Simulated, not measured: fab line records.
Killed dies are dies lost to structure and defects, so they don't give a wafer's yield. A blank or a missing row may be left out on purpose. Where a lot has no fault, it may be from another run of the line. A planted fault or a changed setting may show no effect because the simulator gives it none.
What tool caused it?	flow berkeley-cmos170	14 lots, 42 wafers sampled, at 7 steps of a route of 331

WHAT THE GAUGES READ, wafer by wafer
UCB170_GATE_CD_MEAS_90: target cd 350 nm. Usual: cd-nm 350.3 nm, standard deviation 1.4.
lot	measured	on	cd-nm (nm)	flag
L891	day 6 15:33	cd-sem-02	351.6 351.8 353.0	
L890	day 6 15:49	cd-sem-01	349.9 348.6 349.1	
L894	day 6 21:41	cd-sem-02	349.6 350.8 349.6	
L893	day 6 22:14	cd-sem-02	349.9 349.4 350.0	
L896	day 7 01:41	cd-sem-01	351.1 352.5 352.7	
L895	day 7 02:01	cd-sem-02	350.5 350.1 349.9	
L899	day 8 00:13	cd-sem-02	350.1 351.1 349.8	
L898	day 8 00:26	cd-sem-01	347.3 348.5 349.1	
L904	day 8 14:59	cd-sem-01	351.0 351.2 350.8	
L903	day 9 02:49	cd-sem-01	348.8 348.1 349.0	
L900	day 9 03:04	cd-sem-01	350.8 351.5 351.7	
L902	day 9 03:05	cd-sem-02	350.0 351.0 351.0	
L909	day 10 08:49	cd-sem-02	349.0 349.1 350.6	
L913	day 11 00:50	cd-sem-01	353.6 352.2 352.1	

UCB170_PSD_TW_MEAS_10. Usual: PSD_TW 2332, standard deviation 17.
lot	measured	on	PSD_TW	flag
L891	day 7 01:40	film-metro-03	2343 2317 2325	
L890	day 7 01:56	film-metro-02	2370 2367 2354	
L894	day 7 07:29	film-metro-03	2322 2335 2330	
L893	day 7 07:42	film-metro-02	2354 2362 2355	
L896	day 7 11:43	film-metro-01	2307 2313 2305	
L895	day 7 12:01	film-metro-02	2338 2343 2352	
L899	day 8 11:26	film-metro-03	2320 2334 2307	
L898	day 8 11:40	film-metro-02	2334 2352 2332	
L904	day 9 05:50	film-metro-02	2881 2874 2873	OFF
L903	day 9 15:02	film-metro-01	2314 2323 2316	
L900	day 9 15:27	film-metro-01	2335 2317 2326	
L902	day 9 15:44	film-metro-03	2848 2848 2823	OFF
L909	day 10 19:23	film-metro-01	2314 2309 2308	
L913	day 11 12:00	film-metro-01	2320 2316 2320	

UCB170_SDANNEAL_RS_MEAS_02: measures by four-point-probe. Usual: PSD_RS 75.55 ohm/sq, standard deviation 0.25.
lot	measured	on	PSD_RS (ohm/sq)	flag
L891	day 7 05:53	film-metro-01	75.78 76.02 75.84	
L890	day 7 06:05	film-metro-03	75.84 75.57 75.98	
L894	day 7 12:54	film-metro-01	75.67 75.56 75.57	
L893	day 7 13:13	film-metro-02	75.51 75.33 75.50	
L896	day 7 15:04	film-metro-01	75.62 75.68 75.59	
L895	day 7 15:19	film-metro-02	75.38 75.39 75.45	
L899	day 8 14:20	film-metro-02	75.16 75.19 75.13	
L898	day 8 15:16	film-metro-01	75.60 75.37 75.54	
L904	day 9 09:21	film-metro-03	53.66 53.54 53.70	OFF
L903	day 9 18:15	film-metro-01	76.08 75.98 76.16	
L900	day 9 19:07	film-metro-01	75.40 75.43 75.88	
L902	day 9 18:41	film-metro-02	53.51 53.60 53.57	OFF
L909	day 11 01:57	film-metro-02	75.12 75.36 75.30	
L913	day 11 14:46	film-metro-02	75.52 75.55 75.17	

EACH LOT AND THE TOOL THAT RAN IT (in order: tool; ch and the chambers of the sampled wafers; start)
lot	UCB170_NLDD_STRIP_10	UCB170_PSD_IMPLANT_08	UCB170_PSD_STRIP_09	UCB170_NSD_STRIP_09
L891	plasma-asher-02 ch 0,1, day 6 19:10	implanter-02 ch 0, day 7 01:25	plasma-asher-01 ch 0,1, day 7 01:34	plasma-asher-03 ch 0,1, day 7 04:23
L890	plasma-asher-02 ch 0,1, day 6 20:09	implanter-03 ch 0, day 7 01:41	plasma-asher-02 ch 0,1, day 7 01:50	plasma-asher-02 ch 0,1, day 7 04:43
L894	plasma-asher-02 ch 0,1, day 7 02:47	implanter-04 ch 0, day 7 07:14	plasma-asher-02 ch 1, day 7 07:23	plasma-asher-02 ch 0,1, day 7 09:03
L893	plasma-asher-01 ch 0,1, day 7 03:14	implanter-02 ch 0, day 7 07:27	plasma-asher-03 ch 0,1, day 7 07:36	plasma-asher-04 ch 0,1, day 7 09:22
L896	plasma-asher-04 ch 0,1, day 7 05:25	implanter-04 ch 0, day 7 11:28	plasma-asher-02 ch 0,1, day 7 11:37	plasma-asher-03 ch 1, day 7 13:45
L895	plasma-asher-02 ch 0,1, day 7 05:41	implanter-02 ch 0, day 7 11:47	plasma-asher-03 ch 0,1, day 7 11:55	plasma-asher-02 ch 0,1, day 7 14:01
L899	plasma-asher-02 ch 0,1, day 8 03:58	implanter-04 ch 0, day 8 11:13	plasma-asher-03 ch 1, day 8 11:20	plasma-asher-04 ch 0, day 8 12:50
L898	plasma-asher-01 ch 0,1, day 8 04:31	implanter-02 ch 0, day 8 11:25	plasma-asher-01 ch 0,1, day 8 11:34	plasma-asher-04 ch 0,1, day 8 13:34
L904	plasma-asher-04 ch 0,1, day 8 18:20	implanter-02 ch 0, day 9 05:00	plasma-asher-02 ch 0,1, day 9 05:44	plasma-asher-02 ch 0,1, day 9 07:22
L903	plasma-asher-04 ch 0,1, day 9 08:22	implanter-03 ch 0, day 9 14:47	plasma-asher-03 ch 0,1, day 9 14:56	plasma-asher-04 ch 0,1, day 9 17:02
L900	plasma-asher-02 ch 0,1, day 9 09:05	implanter-03 ch 0, day 9 15:12	plasma-asher-01 ch 0,1, day 9 15:21	plasma-asher-03 ch 0,1, day 9 17:35
L902	plasma-asher-02 ch 0,1, day 9 08:39	implanter-02 ch 0, day 9 15:04	plasma-asher-01 ch 0,1, day 9 15:38	plasma-asher-03 ch 0,1, day 9 17:16
L909	plasma-asher-01 ch 0,1, day 10 12:34	implanter-03 ch 0, day 10 19:09	plasma-asher-03 ch 0,1, day 10 19:16	plasma-asher-04 ch 0,1, day 10 23:55
L913	plasma-asher-04 ch 1, day 11 05:59	implanter-03 ch 0, day 11 11:45	plasma-asher-03 ch 0,1, day 11 11:54	plasma-asher-04 ch 0,1, day 11 13:23
- UCB170_NLDD_STRIP_10: strips in O2.
- UCB170_PSD_IMPLANT_08
- UCB170_PSD_STRIP_09: strips in O2.
- UCB170_NSD_STRIP_09: strips in O2.

WHAT THE TOOLS THEMSELVES READ (means of the sampled wafers that have a number; where no wafer has one, the mark that the record gives instead)
UCB170_NLDD_STRIP_10. Usual: drypump-motor-current-A 5.83 A, standard deviation 0.14; oes-product-au 0.734 a.u., standard deviation 0.005; strip-time-to-endpoint-s 21.61 s, standard deviation 0.06.
lot	tool	drypump-motor-current-A (A)	oes-product-au (a.u.)	strip-time-to-endpoint-s (s)	flag
L891	plasma-asher-02	5.80	0.733	21.59	
L890	plasma-asher-02	5.79	0.741	21.59	
L894	plasma-asher-02	5.91	0.738	21.55	
L893	plasma-asher-01	5.91	0.735	21.62	
L896	plasma-asher-04	5.74	0.736	21.69	
L895	plasma-asher-02	5.92	0.734	21.63	
L899	plasma-asher-02	5.81	0.729	21.72	
L898	plasma-asher-01	5.89	0.733	21.66	
L904	plasma-asher-04	5.74	0.739	21.58	
L903	plasma-asher-04	5.70	0.733	21.52	
L900	plasma-asher-02	5.78	0.733	21.65	
L902	plasma-asher-02	5.80	0.734	21.61	
L909	plasma-asher-01	5.91	0.734	21.55	
L913	plasma-asher-04	5.78	0.733	21.56	

UCB170_PSD_IMPLANT_08. Usual: end-station-pressure-torr 1.26e-05 Torr, standard deviation 6.4e-07.
lot	tool	end-station-pressure-torr (Torr)	flag
L891	implanter-02	1.25e-05	
L890	implanter-03	1.27e-05	
L894	implanter-04	1.31e-05	
L893	implanter-02	1.19e-05	
L896	implanter-04	1.26e-05	
L895	implanter-02	1.28e-05	
L899	implanter-04	1.28e-05	
L898	implanter-02	1.26e-05	
L904	implanter-02	1.26e-05	
L903	implanter-03	1.22e-05	
L900	implanter-03	1.32e-05	
L902	implanter-02	1.26e-05	
L909	implanter-03	1.20e-05	
L913	implanter-03	1.31e-05	

UCB170_PSD_STRIP_09. Usual: drypump-motor-current-A 5.5 A, standard deviation 0.48; oes-product-au 0.601 a.u., standard deviation 0.0049; strip-time-to-endpoint-s 29.39 s, standard deviation 0.074.
lot	tool	drypump-motor-current-A (A)	oes-product-au (a.u.)	strip-time-to-endpoint-s (s)	flag
L891	plasma-asher-01	5.9	0.604	29.26	
L890	plasma-asher-02	5.9	0.604	29.39	
L894	plasma-asher-02	6.0	0.603	29.37	
L893	plasma-asher-03	5.0	0.607	29.45	
L896	plasma-asher-02	5.9	0.604	29.44	
L895	plasma-asher-03	4.9	0.598	29.35	
L899	plasma-asher-03	4.8	0.601	29.43	
L898	plasma-asher-01	5.9	0.598	29.41	
L904	plasma-asher-02	5.7	0.522	37.72	OFF
L903	plasma-asher-03	4.9	0.603	29.37	
L900	plasma-asher-01	6.0	0.596	29.34	
L902	plasma-asher-01	6.0	0.524	37.54	OFF
L909	plasma-asher-03	4.9	0.604	29.44	
L913	plasma-asher-03	5.0	0.599	29.39	

UCB170_NSD_STRIP_09. Usual: drypump-motor-current-A 5.4 A, standard deviation 0.45; oes-product-au 0.534 a.u., standard deviation 0.005; strip-time-to-endpoint-s 35.80 s, standard deviation 0.07.
lot	tool	drypump-motor-current-A (A)	oes-product-au (a.u.)	strip-time-to-endpoint-s (s)	flag
L891	plasma-asher-03	5.0	0.534	35.79	
L890	plasma-asher-02	5.9	0.534	35.81	
L894	plasma-asher-02	5.9	0.535	35.80	
L893	plasma-asher-04	5.7	0.538	35.81	
L896	plasma-asher-03	4.8	0.534	35.80	
L895	plasma-asher-02	5.8	0.530	35.79	
L899	plasma-asher-04	5.6	0.530	35.80	
L898	plasma-asher-04	5.8	0.534	35.83	
L904	plasma-asher-02	5.8	0.534	35.70	
L903	plasma-asher-04	5.7	0.538	35.83	
L900	plasma-asher-03	5.0	0.532	35.77	
L902	plasma-asher-03	5.0	0.531	35.81	
L909	plasma-asher-04	5.7	0.527	35.72	
L913	plasma-asher-04	5.7	0.537	35.80	

THE ANSWER, worked out from the rows above alone
Rule: lot off if the mean of its wafers having a number is beyond 3 standard deviations from the usual mean. A lot without any number at a reading at which 4 lots or more have one is off too. Any other lot the step has rows for is counted as sound. Order of review: gauges by route order, followed by the tools' own readings, for which a lot's mean as printed above is used. The first step at which some lot is off is used, and at that step the reading that is off furthest; a lot without a number counts as furthest.
Off: L904, L902, seen at UCB170_PSD_TW_MEAS_10 (PSD_TW).
If a tool, at a process step before that reading, ran all the lots that are off and no sound lot after the first of them, it fits. The gauges at UCB170_PSD_TW_MEAS_10 aren't tried: what is off there is off at UCB170_PSD_STRIP_09 too, on other tools, and a gauge's error can't cause that. One fits: implanter-02 at UCB170_PSD_IMPLANT_08. A fault onset in the window from L898 (day 8 11:25, its last sound lot) to L904 (day 9 05:00, its first lot off) fits.

WHAT THE SIMULATOR HAD PUT IN
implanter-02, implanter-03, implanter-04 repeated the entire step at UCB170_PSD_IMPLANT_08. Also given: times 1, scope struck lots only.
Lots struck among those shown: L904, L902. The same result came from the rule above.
